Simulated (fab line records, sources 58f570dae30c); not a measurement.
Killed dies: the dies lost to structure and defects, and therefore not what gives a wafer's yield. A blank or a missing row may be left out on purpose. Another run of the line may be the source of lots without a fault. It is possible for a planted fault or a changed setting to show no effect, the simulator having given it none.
The tool behind it: which one? ; flow berkeleyCmos170 ; Sampling: 6 lots, 17 wafers, 2 of 331 route steps

## WHAT THE GAUGES READ, wafer by wafer
UCB170_V2_BOW_MEAS_03.
lot;measured;on;V2_BOW (um)
L852;day 7 16:42;filmMetro-03;31 25 35
L856;day 8 16:56;filmMetro-03;45 37 49
L859;day 9 05:25;filmMetro-02;35 38 28
L863;day 10 08:57;filmMetro-04;38 35 41
L867;day 11 04:07;filmMetro-02;34 34
L871;day 11 23:53;filmMetro-02;41 39 34

## EACH LOT AND THE TOOL THAT RAN IT (in order: tool; ch and the chambers of the sampled wafers; start)
lot;UCB170_M2_STRIP_19
L852;plasmaAsher-03 ch 0,1, day 7 15:58
L856;plasmaAsher-03 ch 0,1, day 8 16:10
L859;plasmaAsher-04 ch 0,1, day 9 04:40
L863;plasmaAsher-02 ch 0,1, day 10 08:12
L867;plasmaAsher-03 ch 0,1, day 11 03:08
L871;plasmaAsher-02 ch 0,1, day 11 23:05
- UCB170_M2_STRIP_19: strips in O2.

## THE ANSWER, worked out from the rows above alone
Rule: the lots themselves supply what counts as usual. The widest of any qualifying gaps counts: lots, ordered by their means at a reading, are off when they make up no more than a third of the lots, leave a main group of 4 or more, and stand apart from it by 3 or more times the standard deviation of that group's means. If all means in a main group match to the digits the tables above print for the reading, that group is not used. Also off: a lot with no number at a reading for which 4 or more lots have one. All remaining lots with rows at the step are treated as sound.
No lot is off on any of the readings shown, so nothing can be concluded from this.

## WHAT THE SIMULATOR PUT IN
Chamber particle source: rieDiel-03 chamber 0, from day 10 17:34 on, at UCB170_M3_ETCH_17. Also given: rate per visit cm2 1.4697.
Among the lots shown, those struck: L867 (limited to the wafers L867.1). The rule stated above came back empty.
